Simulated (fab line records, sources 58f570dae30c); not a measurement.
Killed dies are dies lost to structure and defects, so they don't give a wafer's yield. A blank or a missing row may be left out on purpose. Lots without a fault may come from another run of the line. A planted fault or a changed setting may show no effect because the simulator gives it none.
Split-lot experiment | flow berkeley_cmos170 | 5 lots, 23 wafers read, on a route of 331 steps

THE SPLIT
At UCB170_BACKSIDE_COAT_01 (resist thk 900 nm), the setting resist_thk_nm was moved away from the recipe's 900 nm on 6 of the 23 wafers read, by -3.6% to +5.1%. The other wafers ran this setting at the recipe's value.

The reading is taken at the split's own step.

THE READING
KrF_of_BACKSIDE_COAT_01.thk_nm (the simulator's own value, which no gauge read), in nm, at UCB170_BACKSIDE_COAT_01 (resist thk 900 nm). The file gives no usual value for it. The 17 wafers here that ran the recipe average 901.2 nm, standard deviation 2.4 nm.

wafer  | tool, chamber at the split | resist_thk_nm as run, nm | against the recipe | KrF_of_BACKSIDE_COAT_01.thk_nm, nm | against lot-mates on the recipe
L074.1 | litho_track-04, 0          | 900                      | recipe             | 903.9                              | -
L074.2 | litho_track-04, 0          | 900                      | recipe             | 905.2                              | -
L074.3 | litho_track-04, 0          | 900                      | recipe             | 902                                | -
L074.4 | litho_track-04, 0          | 900                      | recipe             | 904.4                              | -
L074.6 | litho_track-04, 0          | 900                      | recipe             | 904.2                              | -
L075.1 | litho_track-04, 0          | 900                      | recipe             | 898.6                              | -
L075.2 | litho_track-04, 0          | 867.6                    | -3.6%              | 867.7                              | -33.3
L075.3 | litho_track-04, 0          | 867.6                    | -3.6%              | 870.1                              | -30.9
L075.4 | litho_track-04, 0          | 867.6                    | -3.6%              | 869.3                              | -31.8
L075.5 | litho_track-04, 0          | 900                      | recipe             | 903.5                              | -
L076.1 | litho_track-04, 0          | 945.8                    | +5.1%              | 947.5                              | +46.5
L076.3 | litho_track-04, 0          | 900                      | recipe             | 900.8                              | -
L076.4 | litho_track-04, 0          | 945.8                    | +5.1%              | 942.2                              | +41.2
L076.5 | litho_track-04, 0          | 945.8                    | +5.1%              | 946                                | +45.0
L076.6 | litho_track-04, 0          | 900                      | recipe             | 901.3                              | -
L082.1 | litho_track-03, 0          | 900                      | recipe             | 899.6                              | -
L082.3 | litho_track-03, 0          | 900                      | recipe             | 900.4                              | -
L082.5 | litho_track-03, 0          | 900                      | recipe             | 901                                | -
L083.2 | litho_track-01, 0          | 900                      | recipe             | 898.4                              | -
L083.3 | litho_track-01, 0          | 900                      | recipe             | 898.1                              | -
L083.4 | litho_track-01, 0          | 900                      | recipe             | 896.7                              | -
L083.5 | litho_track-01, 0          | 900                      | recipe             | 900.7                              | -
L083.6 | litho_track-01, 0          | 900                      | recipe             | 901.7                              | -

THE FIT
A straight line over all 23 wafers: KrF_of_BACKSIDE_COAT_01.thk_nm changes by +8.75 nm for each +1% of resist_thk_nm; r = +0.99; the points scatter about the line by 2.4 nm.
The same after taking each lot's own level away (the mean of its wafers on the recipe; 23 wafers): +8.76 nm for each +1%; r = +1.00; scatter 1.6 nm.
On that fit, the largest move of resist_thk_nm shifts the reading by 45 nm.
The lots' own levels span 899.12 to 903.94 nm, that is 2.0 times the standard deviation above.
So the lot-to-lot level changes the slope little: the two slopes agree.
Check: with one of the wafers moved furthest among these (+5.1%) left out of the fit, the line predicts +43.8 nm for it against its lot-mates. It came out at +46.5 nm against them.

OTHER SPLITS ON THESE WAFERS
These wafers also went through other splits before the reading. Each is held against what the fit with the lots' levels taken away leaves over:
other split on the same wafers    | wafers away from the commonest value | r with KrF_of_BACKSIDE_COAT_01.thk_nm (lot level and that fit taken away)
UCB170_GATE_PEB_10 peb_temp_c     | 9                                    | -0.14
UCB170_NLDD_COAT_01 resist_thk_nm | 9                                    | +0.22
UCB170_NLDD_PEB_04 peb_temp_c     | 11                                   | -0.22
UCB170_PSD_EXPOSE_03 dose_mj      | 8                                    | +0.07
UCB170_PSD_DEVELOP_05 dev_temp_c  | 10                                   | -0.14
UCB170_NSD_PEB_04 peb_temp_c      | 8                                    | -0.08

THE WHOLE CHAIN: every reading that the file lists as answering this split, in the file's order
step                     | what it does      | reading                                                                         | change (the file's fit)              | r (the file's)
UCB170_BACKSIDE_COAT_01  | resist thk 900 nm | KrF_of_BACKSIDE_COAT_01.thk_nm (the simulator's own value, which no gauge read) | +8.76 nm for each +1% of the setting | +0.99
UCB170_BACKSIDE_STRIP_03 | strips in O2      | strip_time_to_endpoint_s                                                        | withheld for each +1% of the setting | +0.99

THE FILE'S OWN FIT
KrF_of_BACKSIDE_COAT_01.thk_nm changes by +8.76 nm for each +1% of resist_thk_nm, r = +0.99.
